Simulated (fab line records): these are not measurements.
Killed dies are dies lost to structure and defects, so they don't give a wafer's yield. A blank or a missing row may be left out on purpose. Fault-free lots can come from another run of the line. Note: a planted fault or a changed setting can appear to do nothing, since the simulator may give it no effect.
fab line records	flow rit_cmos
record lots=6	wafers=18	last_day=7
route steps=202 shown SILICIDE@163 CONTACT@168 M1@202
lots with no fault: from the same line, run without faults
start_h: hours from the record's opening day to when the first of the lot's shown wafers began	wait_h: time in hours since the lot's previous step	" identical to the entry in the row above	L1.1+2: a row that stands for several wafers	- no value present, or no start provided	* or withheld: withheld	< > ~ a bound
route shown NAME@n: NAME is a module with steps in the file, n the number in the route of the first one	usual: mean/standard deviation taken from wafers without a fault	same: alike in all rows	chamber/n: place in a boat	sites: the reading at each site	_std_site: the standard deviation of these	_edge_site: the outer-site mean with the inner-site mean subtracted	radius_mm: how far each site lies from the wafer's centre	mask NAME#n: copy n	behind: the most recent tool/chamber to have shaped the wafer	hold: what put the lot on hold/how long, in hours/how the hold closed	device: the n, p or np transistor that did not switch	end of line: at the end of the route, the tests of the same wafers	where a step has no rows: the recipe by itself	killed: dies lost to structure and defects at the first sort, not the wafer's yield	map: shows each die of a wafer: x if killed, . if not, _ if none is there
set.NAME: the setting that was run; set.NAME@STEP: the one run at that earlier step	model.NAME: the simulator's own value behind a step, which no gauge read
certain route steps with their lots: each step a table, each wafer a row
services: the hour from which a tool's chamber was out of use, counted from the record's first day as start_h (under 0 if before that day), plus the number of hours and why
## steps
# step RIT_SILICIDE_RS_MEAS_02
# recipe thk_meas_gauge=four-point-probe	reads=Ti_of_SILICIDE_SPUTTER_01
# usual SILICIDE_TI_RS=47.9/0.64
lot.wafer	tool	chamber	start_h	wait_h	SILICIDE_TI_RS[ohm/sq]
L324.2	film_metro-04	-	67.13	0.1	47.3
L324.4	"	-	"	"	47.8
L324.6	"	-	"	"	47.9
L331.1	film_metro-03	-	101.43	0.1	47.2
L331.4	"	-	"	"	47.5
L331.6	"	-	"	"	47.8
L333.2	film_metro-01	-	112.25	0.1	46.7
L333.4	"	-	"	"	47.5
L333.6	"	-	"	"	47.1
L340.3	film_metro-04	-	144.94	0.1	48.9
L340.5	"	-	"	"	47.0
L340.6	"	-	"	"	47.6
L341.1	film_metro-03	-	149.61	0.1	48.9
L341.5	"	-	"	"	48.0
L341.6	"	-	"	"	48.0
L343.1	film_metro-01	-	162.92	0.1	48.3
L343.3	"	-	"	"	49.2
L343.4	"	-	"	"	49.0
# step RIT_SILICIDE_THK_MEAS_03
# recipe thk_meas_gauge=xrf	reads=Ti_of_SILICIDE_SPUTTER_01
# usual SILICIDE_TI_THK=30.3/0.33
lot.wafer	tool	chamber	start_h	wait_h	SILICIDE_TI_THK[nm]
L324.2	film_metro-04	-	67.24	0.1	30.6
L324.4	"	-	"	"	30.3
L324.6	"	-	"	"	30.2
L331.1	film_metro-03	-	101.55	0.1	30.4
L331.4	"	-	"	"	30.3
L331.6	"	-	"	"	30.3
L333.2	film_metro-01	-	112.36	0.1	30.6
L333.4	"	-	"	"	30.3
L333.6	"	-	"	"	30.4
L340.3	film_metro-04	-	145.04	0.1	29.7
L340.5	"	-	"	"	30.6
L340.6	"	-	"	"	30.4
L341.1	film_metro-03	-	149.73	0.1	29.6
L341.5	"	-	"	"	30.1
L341.6	"	-	"	"	30.1
L343.1	film_metro-01	-	163.04	0.1	30.2
L343.3	"	-	"	"	29.9
L343.4	"	-	"	"	29.9
# step RIT_SILICIDE_RTA_04
# recipe temp_c=650	time_s=10	idle_temp_c=25	ramp_up_s=5	ramp_down_s=5	cool_to_c=25	ambient=N2
# usual anneal_temp_c_max=653.5/0.74	wafer_temp_C_max=652.6/0.67
lot.wafer	tool	chamber	start_h	wait_h	anneal_temp_c_max	wafer_temp_C_max
L324.2	rtp_anneal-01	0	67.30	0.1	652.9	652.5
L324.4	"	0	"	"	652.8	652.5
L324.6	"	0	"	"	652.9	652.4
L331.1	rtp_anneal-01	0	101.61	0.1	653.4	652.7
L331.4	"	0	"	"	653.2	652.7
L331.6	"	0	"	"	653.2	653.2
L333.2	rtp_anneal-01	0	112.42	0.1	654.7	652.4
L333.4	"	0	"	"	654.6	652.3
L333.6	"	0	"	"	652.7	652.4
L340.3	rtp_anneal-02	0	145.12	0.1	655.3	654.0
L340.5	"	0	"	"	653.4	653.2
L340.6	"	0	"	"	654.2	654.0
L341.1	rtp_anneal-01	0	149.79	0.1	654.1	652.4
L341.5	"	0	"	"	653.4	651.3
L341.6	"	0	"	"	652.9	652.5
L343.1	rtp_anneal-02	0	163.10	0.1	653.9	653.0
L343.3	"	0	"	"	653.4	652.8
L343.4	"	0	"	"	654.7	652.7
# step RIT_SILICIDE_WET_ETCH_05
# recipe chemistry=SPM	target=Ti	temp_c=90	time_s=120	dry=n2_spin
# step RIT_SILICIDE_RTA_06
# recipe temp_c=750	time_s=10	idle_temp_c=25	ramp_up_s=5	ramp_down_s=10	cool_to_c=25	ambient=N2
# usual anneal_temp_c_max=753.9/0.82	wafer_temp_C_max=753.1/0.71
lot.wafer	tool	chamber	start_h	wait_h	anneal_temp_c_max	wafer_temp_C_max
L324.2	rtp_anneal-01	0	67.42	0.0	753.8	753.0
L324.4	"	0	"	"	752.9	752.4
L324.6	"	0	"	"	754.7	752.7
L331.1	rtp_anneal-01	0	101.72	0.0	752.8	753.2
L331.4	"	0	"	"	753.5	754.0
L331.6	"	0	"	"	753.0	753.7
L333.2	rtp_anneal-01	0	112.53	0.0	753.6	752.7
L333.4	"	0	"	"	754.3	753.4
L333.6	"	0	"	"	754.2	752.4
L340.3	rtp_anneal-01	0	145.27	0.0	753.4	752.3
L340.5	"	0	"	"	753.6	752.2
L340.6	"	0	"	"	754.2	753.0
L341.1	rtp_anneal-02	0	149.90	0.0	756.9	754.3
L341.5	"	0	"	"	753.7	754.1
L341.6	"	0	"	"	755.3	753.1
L343.1	rtp_anneal-01	0	163.27	0.0	753.2	752.5
L343.3	"	0	"	"	754.3	753.8
L343.4	"	0	"	"	753.6	752.9
# step RIT_CONTACT_CVD_00
# recipe material=SiO2	target_thk_nm=400	precursor=TEOS	temp_c=390	time_s=61	rf_w=400
# usual heater_power_w=340/37	susceptor_temp_C=389.99/0.21
lot.wafer	tool	chamber	start_h	wait_h	heater_power_w	susceptor_temp_C
L324.2	pecvd-04	0	67.47	0.0	327	390.21
L324.4	"	2	"	"	318	390.17
L324.6	"	0	"	"	338	389.97
L331.1	pecvd-01	0	101.79	0.1	318	390.06
L331.4	"	2	"	"	332	390.30
L331.6	"	1	"	"	398	389.92
L333.2	pecvd-04	2	112.59	0.0	344	389.94
L333.4	"	2	"	"	343	389.95
L333.6	"	0	"	"	319	389.94
L340.3	pecvd-01	1	145.32	0.0	319	389.94
L340.5	"	2	"	"	317	389.69
L340.6	"	0	"	"	307	389.78
L341.1	pecvd-03	2	150.04	0.1	401	390.15
L341.5	"	0	"	"	352	389.76
L341.6	"	2	"	"	309	390.05
L343.1	pecvd-01	2	163.34	0.1	349	390.07
L343.3	"	1	"	"	323	389.72
L343.4	"	0	"	"	306	390.70
# step RIT_CONTACT_THK_MEAS_01
# recipe reads=SiO2_of_CONTACT_CVD_00
# usual CONTACT_TEOS_THK=399/5.3
lot.wafer	tool	chamber	start_h	wait_h	CONTACT_TEOS_THK[nm]
L324.2	film_metro-01	-	67.53	0.0	392
L324.4	"	-	"	"	392
L324.6	"	-	"	"	391
L331.1	film_metro-02	-	101.84	0.0	399
L331.4	"	-	"	"	403
L331.6	"	-	"	"	408
L333.2	film_metro-02	-	112.65	0.0	391
L333.4	"	-	"	"	403
L333.6	"	-	"	"	400
L340.3	film_metro-02	-	145.39	0.0	398
L340.5	"	-	"	"	404
L340.6	"	-	"	"	403
L341.1	film_metro-01	-	150.09	0.0	404
L341.5	"	-	"	"	402
L341.6	"	-	"	"	406
L343.1	film_metro-02	-	163.39	0.0	400
L343.3	"	-	"	"	395
L343.4	"	-	"	"	401
# step RIT_CONTACT_HMDS_02
# recipe prime_time_s=60	prime_temp_c=140
# step RIT_CONTACT_COAT_03
# recipe resist=NOVOLAK	spin_rpm=3250	resist_thk_nm=1000
# step RIT_CONTACT_SOFTBAKE_04
# recipe resist=NOVOLAK	temp_c=90	time_s=60
# step RIT_CONTACT_EXPOSE_05
# recipe mask_id=M11	na=0.6	source_shape=conventional	sigma_outer=0.5	target_cd_nm=1000	dose_mj=250
# step RIT_CONTACT_PEB_06
# recipe resist=NOVOLAK	temp_c=withheld	time_s=withheld
# step RIT_CONTACT_DEVELOP_07
# recipe resist=NOVOLAK	develop_time_s=120	dev_temp_c=23
lot.wafer	tool	chamber	start_h	wait_h
L324.2+4+6	litho_track-04	0	68	-
L331.1+4+6	litho_track-03	0	102	-
L333.2+4+6	litho_track-03	0	113	-
L340.3+5+6	litho_track-03	0	146	-
L341.1+5+6	litho_track-02	0	150	-
L343.1+3+4	litho_track-02	0	164	-
# step RIT_CONTACT_CD_MEAS_08
# recipe target_cd_nm=1000
# usual cd_nm=1000.1/2.7
lot.wafer	tool	chamber	start_h	wait_h	hold	cd_nm
L324.2	cd_sem-02	-	68.79	-	-	1002.7
L324.4	"	-	"	"	-	1003.0
L324.6	"	-	"	"	-	1002.8
L331.1	cd_sem-02	-	102.86	-	-	1002.2
L331.4	"	-	"	"	-	1001.3
L331.6	"	-	"	"	-	1001.4
L333.2	cd_sem-01	-	113.80	-	await_dispo/0.2h/release	1013.4
L333.4	"	-	"	"	await_dispo/0.2h/release	1013.9
L333.6	"	-	"	"	await_dispo/0.2h/release	1014.6
L333.2	cd_sem-01	-	114.09	0.3	-	1013.7
L333.4	"	-	"	"	-	1013.5
L333.6	"	-	"	"	-	1015.2
L340.3	cd_sem-01	-	146.64	-	await_dispo/0.2h/release	1010.9
L340.5	"	-	"	"	await_dispo/0.2h/release	1012.6
L340.6	"	-	"	"	await_dispo/0.2h/release	1013.4
L340.3	cd_sem-01	-	146.92	0.3	-	1010.2
L340.5	"	-	"	"	-	1012.2
L340.6	"	-	"	"	-	1013.4
L341.1	cd_sem-01	-	151.24	-	-	997.7
L341.5	"	-	"	"	-	999.1
L341.6	"	-	"	"	-	1001.4
L343.1	cd_sem-01	-	164.42	-	-	1003.9
L343.3	"	-	"	"	-	1004.2
L343.4	"	-	"	"	-	1004.2
# step RIT_CONTACT_OVL_MEAS_09
# usual CONTACT_OVL=0.1/1.8
lot.wafer	tool	chamber	start_h	wait_h	hold	CONTACT_OVL[nm]
L324.2	overlay-01	-	68.90	0.1	-	-0.4
L324.4	"	-	"	"	-	2.3
L324.6	"	-	"	"	-	2.1
L331.1	overlay-01	-	102.98	0.1	-	-1.9
L331.4	"	-	"	"	-	-2.1
L331.6	"	-	"	"	-	-0.1
L333.2	overlay-02	-	116.99	2.9	await_dispo/2.8h/release	-0.5
L333.4	"	-	"	"	await_dispo/2.8h/release	-0.5
L333.6	"	-	"	"	await_dispo/2.8h/release	-1.2
L340.3	overlay-02	-	150.04	3.1	await_dispo/3.0h/release	0.8
L340.5	"	-	"	"	await_dispo/3.0h/release	-0.5
L340.6	"	-	"	"	await_dispo/3.0h/release	-1.5
L341.1	overlay-01	-	151.36	0.1	-	3.6
L341.5	"	-	"	"	-	2.7
L341.6	"	-	"	"	-	3.9
L343.1	overlay-01	-	164.54	0.1	-	3.7
L343.3	"	-	"	"	-	0.5
L343.4	"	-	"	"	-	0.5
# step RIT_CONTACT_HARDBAKE_10
# recipe resist=NOVOLAK	temp_c=140	time_s=60
# step RIT_CONTACT_ETCH_11
# recipe target_depth_a=4800	over_etch_frac=0.2	stop_on=TiSi2	chemistry=CHF3/CF4/Ar	target=SiO2	CHF3_flow_sccm=50	cf4_flow_sccm=10	Ar_flow_sccm=100	O2_flow_sccm=5	pressure_mtorr=100	rf_w=200	time_s=320
# usual chamber_pressure_mTorr=100.01/0.09	drypump_motor_current_A=5.8/0.33	oes_product_au=0.993/0.018	throttle_valve_pct=8.86/0.18
lot.wafer	tool	chamber	start_h	wait_h	chamber_pressure_mTorr	drypump_motor_current_A	oes_product_au	rf_hours_counter_h	throttle_valve_pct	model.CONTACT.cd_nm
L324.2	rie_diel-03	0	69.08	0.1	99.88	5.3	1.000	127	8.73	1003
L324.4	"	2	"	"	100.06	6.3	1.005	-	8.72	1003
L324.6	"	3	"	"	100.02	5.9	1.009	-	8.69	1003
L331.1	rie_diel-01	1	103.17	0.1	99.92	5.4	1.007	47	8.92	1002
L331.4	"	3	"	"	100.07	5.3	0.997	23	9.15	1001
L331.6	"	2	"	"	99.89	6.1	1.007	-	8.83	1001
L333.2	rie_diel-03	1	117.22	0.1	100.07	5.7	1.018	105	8.72	1013
L333.4	"	2	"	"	99.98	6.3	1.013	2	8.71	1014
L333.6	"	2	"	"	99.94	6.3	1.004	-	8.72	1015
L340.3	rie_diel-03	0	150.29	0.1	99.96	5.2	0.995	129	8.74	1011
L340.5	"	3	"	"	99.92	5.9	1.005	-	8.71	1012
L340.6	"	1	"	"	99.98	5.7	1.023	-	8.73	1013
L341.1	rie_diel-01	0	151.54	0.1	99.92	5.7	0.971	41	9.14	997.6
L341.5	"	1	"	"	99.93	5.5	1.013	-	8.90	999.4
L341.6	"	2	"	"	99.96	6.0	1.004	-	8.84	1001
L343.1	rie_diel-01	3	164.72	0.1	100.16	5.3	1.017	24	9.15	1004
L343.3	"	0	"	"	100.10	5.7	0.959	41	9.15	1004
L343.4	"	2	"	"	100.01	6.1	1.008	143	8.84	1004
# step RIT_CONTACT_STRIP_12
# recipe chemistry=O2	time_s=180	resist=NOVOLAK	platen_temp_c=withheld	power_w=500	pressure_mtorr=4000	o2_flow_sccm=4000
# usual chamber_pressure_mTorr=4000/3.5	drypump_motor_current_A=5.6/0.36
lot.wafer	tool	chamber	start_h	wait_h	chamber_pressure_mTorr	drypump_motor_current_A	rf_hours_counter_h
L324.2	plasma_asher-03	0	69.27	0.1	3996	5.1	42
L324.4	"	1	"	"	4001	5.5	-
L324.6	"	0	"	"	3997	5.2	-
L331.1	plasma_asher-03	0	103.36	0.1	3994	5.1	46
L331.4	"	1	"	"	4004	5.5	-
L331.6	"	0	"	"	3995	5.1	-
L333.2	plasma_asher-04	0	117.41	0.1	4003	6.1	33
L333.4	"	0	"	"	3998	6.1	-
L333.6	"	1	"	"	4004	5.3	-
L340.3	plasma_asher-01	0	150.54	0.2	3997	5.9	-
L340.5	"	0	"	"	4004	5.9	-
L340.6	"	1	"	"	3998	5.8	-
L341.1	plasma_asher-01	0	151.74	0.1	4002	5.9	4
L341.5	"	1	"	"	3998	5.8	-
L341.6	"	0	"	"	3998	5.9	-
L343.1	plasma_asher-01	0	164.92	0.1	3994	5.9	5
L343.3	"	0	"	"	3997	5.9	-
L343.4	"	1	"	"	4005	5.8	-
# step RIT_M1_PROBE_99
# usual killed_at_contacts=0.0/0.22	killed_at_front_end=7/3.1	killed_dies=7/3.1	killed_open=3.5/2	killed_short=3.3/2
# same gross_dies=264	killed_at_M0_to_M3=0	killed_at_M4_up=0	killed_at_back_side=0	killed_at_other=0
lot.wafer	tool	chamber	start_h	wait_h	killed_at_contacts	killed_at_front_end	killed_dies	killed_open	killed_short
L324.2	prober-02	-	74.39	0.1	0	3	3	2	1
L324.4	prober-02	-	74.49	0.2	0	7	7	4	3
L324.6	prober-02	-	74.59	0.2	0	10	10	7	3
L331.1	prober-01	-	108.21	0.1	0	8	8	4	4
L331.4	prober-01	-	108.36	0.2	0	6	6	2	4
L331.6	prober-01	-	108.46	0.2	0	4	4	3	1
L333.2	prober-01	-	126.84	0.1	0	1	1	1	0
L333.4	prober-01	-	126.94	0.2	0	10	10	4	6
L333.6	prober-01	-	127.04	0.2	1	13	14	9	5
L340.3	prober-02	-	156.50	0.2	1	4	5	2	3
L340.5	prober-02	-	156.60	0.2	0	4	4	2	2
L340.6	prober-02	-	156.65	0.2	0	7	7	4	3
L341.1	prober-01	-	156.59	0.1	0	3	3	1	2
L341.5	prober-01	-	156.79	0.2	0	4	4	1	3
L341.6	prober-01	-	156.84	0.2	0	6	6	4	2
L343.1	prober-01	-	169.77	0.1	0	7	7	5	2
L343.3	prober-01	-	169.87	0.2	0	6	6	4	2
L343.4	prober-01	-	169.92	0.2	0	11	11	9	2
# killed by level:class
L324.2 SPACER:geometric_particle:open=2 SILICIDE:geometric_particle:short=1
L324.4 FOX2:geometric_particle:short=2 GATE:geometric_particle:open=2 ACTIVE:geometric_particle:open=1 FOX2:geometric_particle:open=1 GATE:geometric_particle:short=1
L324.6 GATE:geometric_particle:open=2 REOX:geometric_particle:short=2 SPACER:geometric_particle:open=2 ACTIVE:geometric_particle:open=1 FOX2:geometric_particle:open=1 REOX:geometric_particle:open=1 SPACER:geometric_particle:short=1
L331.1 GATE:geometric_particle:short=3 FOX1:geometric_particle:open=2 GATE:geometric_particle:open=1 REOX:geometric_particle:open=1 SILICIDE:geometric_particle:short=1
L331.4 FOX1:geometric_particle:short=2 FOX1:geometric_particle:open=1 FOX2:geometric_particle:short=1 GATE:geometric_particle:short=1 GATE:geometric_particle:open=1
L331.6 GATE:geometric_particle:short=1 GATE:geometric_particle:open=1 REOX:geometric_particle:open=1 SPACER:geometric_particle:open=1
L333.2 REOX:geometric_particle:open=1
L333.4 REOX:geometric_particle:short=2 SILICIDE:geometric_particle:short=2 FOX1:geometric_particle:short=1 FOX1:geometric_particle:open=1 FOX2:geometric_particle:short=1 GATE:geometric_particle:open=1 REOX:geometric_particle:open=1 SILICIDE:geometric_particle:open=1
L333.6 GATE:geometric_particle:open=3 SILICIDE:geometric_particle:open=3 GATE:geometric_particle:short=2 REOX:geometric_particle:open=2 FOX1:geometric_particle:short=1 FOX2:geometric_particle:open=1 REOX:geometric_particle:short=1 CONTACT:geometric_particle:short=1
L340.3 SPACER:geometric_particle:short=2 GATE:geometric_particle:open=1 SPACER:geometric_particle:open=1 CONTACT:geometric_particle:short=1
L341.1 SILICIDE:geometric_particle:short=2 REOX:geometric_particle:open=1
L340.5 GATE:geometric_particle:open=2 GATE:geometric_particle:short=2
L340.6 GATE:geometric_particle:open=2 ACTIVE:geometric_particle:open=1 FOX1:geometric_particle:short=1 FOX2:geometric_particle:short=1 REOX:geometric_particle:open=1 REOX:geometric_particle:short=1
L341.5 GATE:geometric_particle:short=2 GATE:geometric_particle:open=1 REOX:geometric_particle:short=1
L341.6 GATE:geometric_particle:short=2 FOX1:geometric_particle:open=1 GATE:geometric_particle:open=1 SPACER:geometric_particle:open=1 SILICIDE:geometric_particle:open=1
L343.1 GATE:geometric_particle:open=3 GATE:geometric_particle:short=2 SPACER:geometric_particle:open=2
L343.3 FOX1:geometric_particle:open=2 GATE:geometric_particle:short=2 GATE:geometric_particle:open=1 SILICIDE:geometric_particle:open=1
L343.4 SILICIDE:geometric_particle:open=4 GATE:geometric_particle:open=2 FOX1:geometric_particle:open=1 FOX2:geometric_particle:open=1 GATE:geometric_particle:short=1 REOX:geometric_particle:short=1 SPACER:geometric_particle:open=1
## services
tool	chamber	start_h	hours	kind
rie_diel-03	3	47.04	21.2	repair
pecvd-01	-	50.86	0.8	pm
rie_diel-01	-	54.27	2.8	pm
rie_diel-01	1	57.85	2.4	repair
rie_diel-03	1	65.27	17.5	repair
rie_diel-01	2	78.85	6.7	repair
plasma_asher-01	-	81.88	3.2	repair
rie_diel-03	-	85.17	14.6	pm
pecvd-04	0	91.12	4.0	repair
pecvd-03	-	95.13	5.5	pm
plasma_asher-01	-	108.75	9.0	pm
plasma_asher-01	0	108.75	9.0	vent_cycle
plasma_asher-01	1	108.75	9.0	vent_cycle
plasma_asher-01	-	110.76	0.7	repair
plasma_asher-01	0	117.75	-	clean
plasma_asher-01	1	117.75	-	clean
rie_diel-01	2	117.91	7.0	repair
pecvd-01	0	119.04	5.2	repair
rie_diel-03	3	120.34	23.2	repair
rie_diel-01	-	129.66	14.6	pm
rie_diel-03	0	139.10	2.5	repair
rie_diel-03	2	143.09	24.3	repair
pecvd-03	-	145.62	1.8	repair
## key
first_sign step=RIT_CONTACT_CD_MEAS_08	reading=visit	direction=added	through=control_loop
effect step=RIT_CONTACT_CD_MEAS_08	reading=cd_nm	direction=up	sigmas=4.7	usual=1000.1	struck=1013.1	through=control_loop
model_effect step=RIT_CONTACT_ETCH_11	value=CONTACT.cd_nm	without=1002	struck=1013
met_at RIT_CONTACT_DEVELOP_07
struck_wafers L333.2,L333.4,L333.6,L340.3,L340.5,L340.6
tester_left_out L333,L340
loop_trim step=RIT_CONTACT_EXPOSE_05	setting=dose	lots=L340
onset_between 102 113
fault kind=process_parameter_drift	tool=litho_track-03	chamber=-	onset_h=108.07	steps=RIT_CONTACT_DEVELOP_07	channel=develop_time_s	offset=*	shape=step	end_h=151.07	acts_in=*	stated=*
# tester_left_out: of these lots the tester's yield and bins aren't shown, on N5 and GAA mostly nor the transistor test; their killed dies are dies lost to structure and defects alone, not to doping, threshold or leakage, so they don't give the yield
# loop_trim: a control loop set the setting to another value than it would have without faults
